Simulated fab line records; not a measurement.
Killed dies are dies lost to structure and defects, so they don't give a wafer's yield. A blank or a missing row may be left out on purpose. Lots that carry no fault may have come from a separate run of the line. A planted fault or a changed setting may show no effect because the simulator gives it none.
fab line records ; flow berkeley-cmos170
record: lots: 6; wafers: 18; last-day: 11
route steps=331 shown M1@238
lots that met no fault: taken from a fault-free run of the same line
start-h: start of the lot's first displayed wafer, in hours after the record's first day ; wait-h: hours elapsed since this lot's preceding step ; " the same as in the row above ; L1.1+2: one row covering several wafers at once ; - no value present, or no start provided ; * or withheld: withheld ; < > ~ a bound
route shown NAME@n: names a module that has steps shown in the file, with the first one's number in the route ; usual: the fault-free wafers' mean and standard deviation ; same: alike in all rows ; chamber/n: place in a boat ; sites: readings site by site ; _std_site: their standard deviation ; _edge_site: mean of outer sites minus mean of inner sites ; radius-mm: how far each site lies from the wafer's centre ; mask NAME#n: copy n ; behind: the last tool/chamber to shape the wafer ; hold: what put the lot on hold/how long, in hours/how the hold closed ; device: which transistor (n, p or np) failed to switch ; end of line: at the end of the route, the tests of the same wafers ; a step without rows: its recipe alone ; killed: count of dies lost to structure and defects at first sort (not the wafer's yield) ; map: the dies of a wafer, with x for killed, . for not killed, _ for no die there
set.NAME: the setting the step ran with; set.NAME@STEP: the setting that earlier step ran with ; model.NAME: the simulator's own value behind a step, which no gauge read
lots at selected steps of the route; one table per step, one row per wafer
services: the hour from which a tool's chamber was out of use, counted from the record's first day as start-h (under 0 if before that day), plus the number of hours and why
== steps ==
step: UCB170_M1_SPUTTER_00
recipe: material: Al; target-thk-nm: 600; time-s: 80; power-w: 6000; chamber-pressure-pa: 0.5
usual: throttle-valve-pct: 30.0/1.3
lot.wafer;tool;chamber;start-h;wait-h;throttle-valve-pct
L529.1;pvd-sputter-01;-;143.07;0.0;28.6
L529.2;pvd-sputter-01;-;143.07;0.0;29.9
L529.6;pvd-sputter-01;-;143.07;0.0;29.8
L540.1;pvd-sputter-01;-;199.73;0.0;29.8
L540.4;pvd-sputter-01;-;199.73;0.0;29.8
L540.5;pvd-sputter-01;-;199.73;0.0;29.8
L542.1;pvd-sputter-01;-;216.36;0.0;28.7
L542.5;pvd-sputter-01;-;216.36;0.0;29.5
L542.6;pvd-sputter-01;-;216.36;0.0;29.7
L544.1;pvd-sputter-03;-;216.87;0.0;29.7
L544.3;pvd-sputter-03;-;216.87;0.0;32.8
L544.5;pvd-sputter-03;-;216.87;0.0;31.8
L545.3;pvd-sputter-01;-;220.06;0.0;28.4
L545.5;pvd-sputter-01;-;220.06;0.0;28.2
L545.6;pvd-sputter-01;-;220.06;0.0;30.0
L547.1;pvd-sputter-04;-;241.15;0.0;30.6
L547.3;pvd-sputter-04;-;241.15;0.0;29.9
L547.5;pvd-sputter-04;-;241.15;0.0;27.3
step: UCB170_M1_RS_MEAS_01
recipe: thk-meas-gauge: four-point-probe; reads: Al_of_M1_SPUTTER_00
usual: M1_AL_RS: 0.0485/0.00047
lot.wafer;tool;chamber;start-h;wait-h;M1_AL_RS[ohm/sq]
L529.1;film-metro-03;-;143.13;0.0;0.0487
L529.2;film-metro-03;-;143.13;0.0;0.0489
L529.6;film-metro-03;-;143.13;0.0;0.0490
L540.1;film-metro-04;-;199.79;0.0;0.0484
L540.4;film-metro-04;-;199.79;0.0;0.0487
L540.5;film-metro-04;-;199.79;0.0;0.0487
L542.1;film-metro-04;-;216.42;0.0;0.0479
L542.5;film-metro-04;-;216.42;0.0;0.0483
L542.6;film-metro-04;-;216.42;0.0;0.0489
L544.1;film-metro-03;-;216.93;0.0;0.0476
L544.3;film-metro-03;-;216.93;0.0;0.0479
L544.5;film-metro-03;-;216.93;0.0;0.0475
L545.3;film-metro-01;-;220.16;0.1;0.0488
L545.5;film-metro-01;-;220.16;0.1;0.0490
L545.6;film-metro-01;-;220.16;0.1;0.0492
L547.1;film-metro-04;-;241.21;0.0;0.0481
L547.3;film-metro-04;-;241.21;0.0;0.0477
L547.5;film-metro-04;-;241.21;0.0;0.0478
step: UCB170_M1_THK_MEAS_02
recipe: thk-meas-gauge: xrf; reads: Al_of_M1_SPUTTER_00
usual: M1_AL_THK: 609/6.9
lot.wafer;tool;chamber;start-h;wait-h;M1_AL_THK[nm]
L529.1;film-metro-03;-;143.25;0.1;604
L529.2;film-metro-03;-;143.25;0.1;601
L529.6;film-metro-03;-;143.25;0.1;600
L540.1;film-metro-04;-;199.91;0.1;609
L540.4;film-metro-04;-;199.91;0.1;607
L540.5;film-metro-04;-;199.91;0.1;608
L542.1;film-metro-04;-;216.54;0.1;616
L542.5;film-metro-04;-;216.54;0.1;612
L542.6;film-metro-04;-;216.54;0.1;600
L544.1;film-metro-03;-;217.05;0.1;618
L544.3;film-metro-03;-;217.05;0.1;613
L544.5;film-metro-03;-;217.05;0.1;618
L545.3;film-metro-01;-;220.26;0.1;602
L545.5;film-metro-01;-;220.26;0.1;601
L545.6;film-metro-01;-;220.26;0.1;595
L547.1;film-metro-04;-;241.33;0.1;616
L547.3;film-metro-04;-;241.33;0.1;619
L547.5;film-metro-04;-;241.33;0.1;621
step: UCB170_M1_COAT_03
recipe: resist: BARC; temp-c: withheld; time-s: withheld; spin-rpm: 3000; resist-thk-nm: withheld
step: UCB170_M1_COAT_04
recipe: resist: KrF; spin-rpm: 1500; resist-thk-nm: 900
step: UCB170_M1_SOFTBAKE_05
recipe: resist: KrF; temp-c: 130; time-s: 60
step: UCB170_M1_EXPOSE_06
recipe: mask-id: METAL1; target-cd-nm: 700; na: 0.5; sigma-outer: 0.6; source-shape: conventional; dose-mj: 21
step: UCB170_M1_PEB_07
recipe: peb-temp-c: 130; peb-time-s: withheld; resist: KrF
step: UCB170_M1_DEVELOP_08
recipe: developer: TMAH; develop-time-s: 45; resist: KrF; dev-temp-c: 21
step: UCB170_M1_CD_MEAS_09
recipe: target-cd-nm: 700
usual: cd-nm: 700.5/1.3
lot.wafer;tool;chamber;start-h;wait-h;cd-nm
L529.1;cd-sem-02;-;144.32;-;701.9
L529.2;cd-sem-02;-;144.32;-;701.5
L529.6;cd-sem-02;-;144.32;-;701.8
L540.1;cd-sem-01;-;201.27;-;702.3
L540.4;cd-sem-01;-;201.27;-;701.8
L540.5;cd-sem-01;-;201.27;-;702.5
L542.1;cd-sem-02;-;217.83;-;699.6
L542.5;cd-sem-02;-;217.83;-;700.6
L542.6;cd-sem-02;-;217.83;-;700.9
L544.1;cd-sem-02;-;217.95;-;699.2
L544.3;cd-sem-02;-;217.95;-;700.7
L544.5;cd-sem-02;-;217.95;-;700.5
L545.3;cd-sem-02;-;221.31;-;700.6
L545.5;cd-sem-02;-;221.31;-;699.3
L545.6;cd-sem-02;-;221.31;-;700.9
L547.1;cd-sem-01;-;242.36;-;701.0
L547.3;cd-sem-01;-;242.36;-;701.1
L547.5;cd-sem-01;-;242.36;-;700.6
step: UCB170_M1_OVL_MEAS_10
usual: M1_OVL: -3/5.3
lot.wafer;tool;chamber;start-h;wait-h;M1_OVL[nm]
L529.1;overlay-01;-;144.44;0.1;-10
L529.2;overlay-01;-;144.44;0.1;-8
L529.6;overlay-01;-;144.44;0.1;-10
L540.1;overlay-02;-;201.39;0.1;1
L540.4;overlay-02;-;201.39;0.1;0
L540.5;overlay-02;-;201.39;0.1;0
L542.1;overlay-02;-;217.95;0.1;6
L542.5;overlay-02;-;217.95;0.1;1
L542.6;overlay-02;-;217.95;0.1;4
L544.1;overlay-02;-;218.08;0.1;1
L544.3;overlay-02;-;218.08;0.1;-7
L544.5;overlay-02;-;218.08;0.1;-13
L545.3;overlay-02;-;221.40;0.1;-7
L545.5;overlay-02;-;221.40;0.1;7
L545.6;overlay-02;-;221.40;0.1;0
L547.1;overlay-02;-;242.48;0.1;-5
L547.3;overlay-02;-;242.48;0.1;4
L547.5;overlay-02;-;242.48;0.1;2
step: UCB170_M1_ETCH_11
recipe: chemistry: N2/H2; target-depth-a: withheld; overetch-a: withheld; target: BARC; time-s: withheld; source-w: 500; bias-w: 100; pressure-mtorr: 30; n2-flow-sccm: 100; h2-flow-sccm: 200
usual: bias-w: 100.0/0.33; drypump-motor-current-A: 5.7/0.56; oes-product-au: 0.997/0.016; rf-fwd-power-W: 495.3/2.1; throttle-valve-pct: 13.33/0.14
lot.wafer;tool;chamber;start-h;wait-h;bias-w;drypump-motor-current-A;oes-product-au;rf-fwd-power-W;throttle-valve-pct
L529.1;rie-diel-04;1;144.48;0.0;99.7;5.8;1.000;495.1;13.40
L529.2;rie-diel-04;0;144.48;0.0;100.3;6.2;0.998;491.3;13.18
L529.6;rie-diel-04;3;144.48;0.0;100.1;6.3;1.014;499.2;13.32
L540.1;rie-diel-01;0;201.42;0.0;99.7;5.3;0.975;497.2;13.33
L540.4;rie-diel-01;3;201.42;0.0;100.9;5.2;1.001;495.0;13.53
L540.5;rie-diel-01;2;201.42;0.0;100.1;5.3;1.019;494.0;13.20
L542.1;rie-diel-04;2;217.99;0.0;99.8;5.8;1.026;494.1;13.49
L542.5;rie-diel-04;0;217.99;0.0;99.4;6.2;0.992;493.3;13.16
L542.6;rie-diel-04;1;217.99;0.0;100.1;5.7;0.990;496.1;13.39
L544.1;rie-diel-01;3;218.12;0.0;100.3;5.3;1.005;494.2;13.53
L544.3;rie-diel-01;2;218.12;0.0;100.4;5.3;1.001;494.6;13.20
L544.5;rie-diel-01;2;218.12;0.0;100.4;5.3;1.001;496.7;13.19
L545.3;rie-diel-03;3;221.42;0.0;99.9;4.9;1.012;495.4;13.28
L545.5;rie-diel-03;0;221.42;0.0;99.9;5.1;1.000;492.8;13.13
L545.6;rie-diel-03;3;221.42;0.0;100.8;4.9;0.995;495.6;13.27
L547.1;rie-diel-03;3;242.51;0.0;100.3;4.8;1.009;497.6;13.28
L547.3;rie-diel-03;0;242.51;0.0;100.1;5.1;1.002;494.5;13.11
L547.5;rie-diel-03;3;242.51;0.0;100.3;4.8;0.996;498.5;13.27
step: UCB170_M1_METAL_ETCH_12
recipe: chemistry: Cl2/BCl3; target: Al; stop-on: PSG; pressure-mtorr: 12; target-depth-a: 7800; over-etch-frac: 0.3; time-s: 130; icp-w: 600; bias-w: 120; Cl2_flow_sccm: 90; bcl3-flow-sccm: 45
usual: bias-w: 120.1/0.4; drypump-motor-current-A: 5.8/0.57; mfc-cl2-sccm: 90.01/0.27; oes-product-au: 0.859/0.014; rf-fwd-power-W: 597.2/1.8; throttle-valve-pct: 24.19/0.11
lot.wafer;tool;chamber;start-h;wait-h;bias-w;drypump-motor-current-A;mfc-cl2-sccm;oes-product-au;rf-fwd-power-W;rf-hours-counter-h;throttle-valve-pct;model.KrF_of_M1_COAT_04.thk-nm;model.M1.feature-depth-nm;model.etch.depth-nm
L529.1;rie-metal-03;1;144.52;-;120.1;6.0;89.34;0.882;595.7;4.1;24.10;435.8;636.6;598
L529.2;rie-metal-03;0;144.52;-;120.3;6.1;90.00;0.844;597.0;8.6;24.08;433.1;635;596.3
L529.6;rie-metal-03;1;144.52;-;120.3;6.1;89.61;0.869;592.6;-;24.10;433.2;633;594.4
L540.1;rie-metal-03;1;201.46;-;120.0;6.1;89.74;0.802;355.4;5.6;24.12;593;506.3;506.3
L540.4;rie-metal-03;1;201.46;-;119.7;6.1;89.63;0.799;358.6;-;24.14;595.7;509;509
L540.5;rie-metal-03;1;201.46;-;120.1;6.1;90.13;0.801;357.7;-;24.14;595.4;506.4;506.4
L542.1;rie-metal-03;1;218.03;-;120.2;6.1;89.94;0.809;357.6;6.0;24.13;597.9;509.2;509.2
L542.5;rie-metal-03;0;218.03;-;120.2;6.1;89.89;0.865;597.9;-;24.09;431.9;642.1;603.3
L542.6;rie-metal-03;1;218.03;-;119.5;6.1;89.92;0.803;357.7;-;24.12;602;510.1;510.1
L544.1;rie-metal-02;1;218.16;-;119.8;4.9;90.23;0.872;597.2;10.4;24.30;433.9;648.9;610.8
L544.3;rie-metal-02;0;218.16;-;120.4;6.3;89.82;0.855;596.5;-;24.25;446.9;642.7;605.8
L544.5;rie-metal-02;0;218.16;-;119.9;6.4;90.09;0.861;598.8;-;24.24;447.7;649;612.1
L545.3;rie-metal-02;1;221.51;-;120.2;4.9;90.28;0.860;595.3;-;24.32;429.6;635.1;596.9
L545.5;rie-metal-02;0;221.51;-;120.3;6.3;90.20;0.846;597.5;-;24.26;445.7;630.8;593.9
L545.6;rie-metal-02;1;221.51;-;120.3;4.9;90.06;0.849;594.1;-;24.32;427.9;629.9;591.3
L547.1;rie-metal-02;0;242.56;-;119.8;6.4;89.68;0.856;595.8;6.9;24.24;446.5;642;604.7
L547.3;rie-metal-02;0;242.56;-;119.2;6.4;90.27;0.854;597.6;-;24.24;449.4;648.2;610.8
L547.5;rie-metal-02;1;242.56;-;119.7;4.9;90.02;0.861;598.2;-;24.33;440.9;646.1;607.9
step: UCB170_M1_STRIP_13
recipe: chemistry: O2; power-w: 400; pressure-mtorr: 3500; platen-temp-c: withheld; o2-flow-sccm: 400; overash-fraction: 0.5
usual: drypump-motor-current-A: 5.55/0.18; o2-flow-sccm: 400.0/1.2; oes-product-au: 0.720/0.0046
same: overash-fraction: 0.5
lot.wafer;tool;chamber;start-h;wait-h;drypump-motor-current-A;o2-flow-sccm;oes-product-au;rf-hours-counter-h
L529.1;plasma-asher-03;1;144.65;0.1;5.53;398.5;0.723;39
L529.2;plasma-asher-03;0;144.65;0.1;5.61;399.5;0.718;39
L529.6;plasma-asher-03;0;144.65;0.1;5.60;401.7;0.731;-
L540.1;plasma-asher-02;0;201.60;0.1;5.70;401.1;0.721;49
L540.4;plasma-asher-02;1;201.60;0.1;5.18;400.7;0.726;-
L540.5;plasma-asher-02;1;201.60;0.1;5.16;401.3;0.727;-
L542.1;plasma-asher-03;0;218.17;0.1;5.62;398.9;0.730;47
L542.5;plasma-asher-03;1;218.17;0.1;5.54;398.8;0.717;-
L542.6;plasma-asher-03;0;218.17;0.1;5.62;397.4;0.716;-
L544.1;plasma-asher-02;1;218.30;0.1;5.17;399.5;0.715;51
L544.3;plasma-asher-02;1;218.30;0.1;5.19;399.3;0.724;-
L544.5;plasma-asher-02;0;218.30;0.1;5.73;399.4;0.724;-
L545.3;plasma-asher-01;1;221.63;0.1;5.60;400.4;0.727;-
L545.5;plasma-asher-01;0;221.63;0.1;5.63;400.1;0.715;-
L545.6;plasma-asher-01;1;221.63;0.1;5.60;400.0;0.720;-
L547.1;plasma-asher-02;0;242.73;0.1;5.76;402.4;0.719;53
L547.3;plasma-asher-02;0;242.73;0.1;5.75;401.2;0.720;-
L547.5;plasma-asher-02;0;242.73;0.1;5.74;401.3;0.715;-
step: UCB170_M1_CD_MEAS_90
recipe: target-cd-nm: 700
usual: cd-nm: 700.7/2.3
lot.wafer;tool;chamber;start-h;wait-h;cd-nm
L529.1;cd-sem-01;-;144.75;0.1;704.2
L529.2;cd-sem-01;-;144.75;0.1;699.0
L529.6;cd-sem-01;-;144.75;0.1;701.1
L540.1;cd-sem-01;-;201.70;0.1;714.6
L540.4;cd-sem-01;-;201.70;0.1;715.5
L540.5;cd-sem-01;-;201.70;0.1;714.6
L542.1;cd-sem-01;-;218.27;0.1;711.4
L542.5;cd-sem-01;-;218.27;0.1;702.0
L542.6;cd-sem-01;-;218.27;0.1;712.5
L544.1;cd-sem-02;-;218.40;0.1;699.6
L544.3;cd-sem-02;-;218.40;0.1;703.1
L544.5;cd-sem-02;-;218.40;0.1;701.1
L545.3;cd-sem-01;-;221.74;0.1;701.2
L545.5;cd-sem-01;-;221.74;0.1;702.2
L545.6;cd-sem-01;-;221.74;0.1;700.5
L547.1;cd-sem-02;-;242.91;0.1;700.4
L547.3;cd-sem-02;-;242.91;0.1;703.3
L547.5;cd-sem-02;-;242.91;0.1;701.9
step: UCB170_M1_ANNEAL_14
recipe: temp-c: 400; time-s: 1200; ambient: forming-gas
== services ==
tool;chamber;start-h;hours;kind
pvd-sputter-04;-;120.53;2.7;repair
rie-metal-03;-;121.68;1.7;repair
rie-diel-03;0;128.71;12.0;repair
rie-diel-04;2;135.17;3.6;repair
plasma-asher-02;-;143.11;0.6;repair
pvd-sputter-01;-;144.05;1.3;repair
rie-diel-04;3;156.15;16.7;repair
rie-diel-04;0;161.49;2.4;repair
rie-diel-03;1;165.41;8.2;repair
rie-diel-03;0;167.75;7.6;repair
rie-diel-03;1;175.39;-;clean
rie-diel-03;1;175.39;19.2;scheduled-down
rie-diel-03;1;175.39;19.2;vent-cycle
rie-diel-04;2;177.69;3.3;repair
pvd-sputter-01;-;177.75;2.2;repair
pvd-sputter-03;-;182.89;1.7;repair
pvd-sputter-03;-;203.90;3.9;repair
pvd-sputter-01;3;204.91;-;consumable-replace:kit
pvd-sputter-01;3;204.91;18.0;scheduled-down
pvd-sputter-01;3;204.91;18.0;vent-cycle
rie-diel-01;2;228.55;4.9;repair
pvd-sputter-03;-;242.38;8.9;repair
== key ==
first-sign: step: UCB170_M1_METAL_ETCH_12; reading: rf-fwd-power-W; direction: down; sigmas: 99+; usual: 597.2; struck: 357.4
effect: step: UCB170_M1_METAL_ETCH_12; reading: oes-product-au; direction: down; sigmas: 4; usual: 0.859; struck: 0.803
effect: step: UCB170_M1_CD_MEAS_90; reading: cd-nm; direction: up; sigmas: 5.7; usual: 700.7; struck: 713.7
model-effect: step: UCB170_M1_METAL_ETCH_12; value: KrF_of_M1_COAT_04.thk-nm; without: 430.3; struck: 596.8
met-at UCB170_M1_METAL_ETCH_12
struck-wafers L540.1,L540.4,L540.5,L542.1,L542.6
later-rows-left-out L540.1,L540.4,L540.5,L542.1,L542.6
sort-left-out L540.1,L540.4,L540.5,L542.1,L542.6
onset-between 144.52 201.46
fault: kind: process-parameter-drift; tool: rie-metal-03; chamber: 1; onset-h: 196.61; steps: UCB170_M1_METAL_ETCH_12; channel: icp-w; offset: -240; shape: step; end-h: 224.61; acts-in: these-recipes-only; stated: 600
sort-left-out: the simulated sort isn't trusted on such a fault, so these wafers' sort isn't shown, and their yield isn't known
later-rows-left-out: the simulator's readings of these wafers behind a module that went badly wrong aren't trusted and aren't shown, but for the sort
